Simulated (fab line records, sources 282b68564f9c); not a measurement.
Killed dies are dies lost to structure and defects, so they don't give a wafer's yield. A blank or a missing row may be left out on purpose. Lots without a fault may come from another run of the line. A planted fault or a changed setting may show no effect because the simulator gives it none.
One fault seen from 2 desks | flow rit_cmos | each desk has only its own numbers; what lay behind them comes last

THE TOOL OWNER'S DESK: furnace-03
The tool's own readings at RIT_FOX2_OXIDATION_00 (target thk 350.7 nm, ox time 1130 s): means of the sampled wafers that have a number, for each lot that ran on this tool. A lot is out of limits, marked OUT, if its mean lies more than 4 standard deviations from the usual mean; the brackets give that distance.
Columns: A = spike_tc_centre_C at RIT_FOX2_OXIDATION_00, usual 1101.8 C; B = spike_tc_load_C at RIT_FOX2_OXIDATION_00, usual 1129.7 C; C = spike_tc_source_C at RIT_FOX2_OXIDATION_00, usual 1126.8 C; D = tube_center_temp_C at RIT_FOX2_OXIDATION_00, usual 1100 C; E = tube_center_temp_C_max at RIT_FOX2_OXIDATION_00, usual 1102.8; F = zone_power_centre_pct at RIT_FOX2_OXIDATION_00, usual 51.2 %
lot  | first seen here | A                | B                 | C                 | D                      | E                | F
L276 | day 1 19:43     | 1101.3           | 1130.2            | 1128.7            | 1100                   | 1102.4           | 54.6
L278 | day 2 06:48     | 1102.1           | 1132.0            | 1128.5            | 1100                   | 1102.8           | 54.3
L280 | day 2 14:17     | 1100.8           | 1131.7            | 1128.5            | 1100                   | 1102.6           | 55.0
L284 | day 3 13:48     | 1101.6           | 1131.8            | 1128.7            | 1100                   | 1102.7           | 54.5
L285 | day 3 23:16     | 1116.5 (+15) OUT | 1146.1 (+7.8) OUT | 1144.1 (+7.5) OUT | 1115 (+99 or more) OUT | 1117.9 (+32) OUT | 55.5
L286 | day 3 23:16     | 1117.6 (+16) OUT | 1146.1 (+7.8) OUT | 1143.6 (+7.3) OUT | 1115 (+99 or more) OUT | 1117.4 (+31) OUT | 56.4
L289 | day 4 11:12     | 1116.2 (+14) OUT | 1146.5 (+8.0) OUT | 1144.2 (+7.6) OUT | 1115 (+99 or more) OUT | 1117.9 (+32) OUT | 55.2
This desk's finding: out of limits on L285, L286, L289; first on L285, day 3 23:16 (spike_tc_centre_C at RIT_FOX2_OXIDATION_00). In limits: L276, L278, L280, L284.

THE METROLOGY DESK
What the gauges read, lot by lot, whatever tool the lot ran on: means of the sampled wafers that have a number. A lot is out of limits, marked OUT, if its mean lies more than 4 standard deviations from the usual mean; the brackets give that distance.
Columns: A = FOX2_OXIDE_THK at RIT_FOX2_THK_MEAS_01, usual 347 nm; B = FIELD_OXIDE_LEFT_1_THK at RIT_FOX2_THK_MEAS_90, usual 319 nm; C = FIELD_OXIDE_LEFT_2_THK at RIT_FOX2_THK_MEAS_91, usual 251 nm
lot  | first seen here | A              | B              | C
L276 | day 1 21:02     | 349            | 321            | 253
L277 | day 2 04:37     | 344            | 316            | 248
L278 | day 2 08:07     | 338            | 310            | 242
L280 | day 2 15:35     | 341            | 314            | 246
L281 | day 2 21:46     | 352            | 324            | 256
L282 | day 3 00:34     | 351            | 324            | 256
L284 | day 3 15:08     | 349            | 322            | 254
L286 | day 4 00:35     | 367            | 340            | 272
L285 | day 4 00:36     | 370            | 343 (+4.1) OUT | 276 (+4.3) OUT
L288 | day 4 08:38     | 350            | 323            | 255
L289 | day 4 12:32     | 374 (+4.6) OUT | 347 (+4.8) OUT | 278 (+4.6) OUT
L292 | day 5 02:59     | 347            | 320            | 251
L293 | day 5 11:25     | 355            | 327            | 257
L294 | day 5 14:14     | 341            | 314            | 246
L295 | day 5 18:17     | 348            | 321            | 252
This desk's finding: out of limits on L285, L289; first on L285, day 4 01:33 (FIELD_OXIDE_LEFT_1_THK at RIT_FOX2_THK_MEAS_90). In limits: L276, L277, L278, L280, L281, L282, L284, L286, L288, L292, L293, L294, L295.

PUT TOGETHER
The tool owner's desk could have raised an alarm at day 3 23:16, on L285, L286, L289.
The metrology desk could have raised an alarm at day 4 01:33, on L285, L289.
The metrology desk has L286 on record, within its limits.
Of the lots named, all ran RIT_FOX2_OXIDATION_00 on furnace-03.

WHAT THE SIMULATOR HAD PUT IN
Process parameter drift: furnace-03, from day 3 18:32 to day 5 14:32, at RIT_FOX2_OXIDATION_00. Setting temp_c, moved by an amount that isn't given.
Lots struck among those shown: L285, L286, L289.
Hours from the fault's start to each desk's first reading out of limits: the tool owner's desk, 5; the metrology desk, 7.
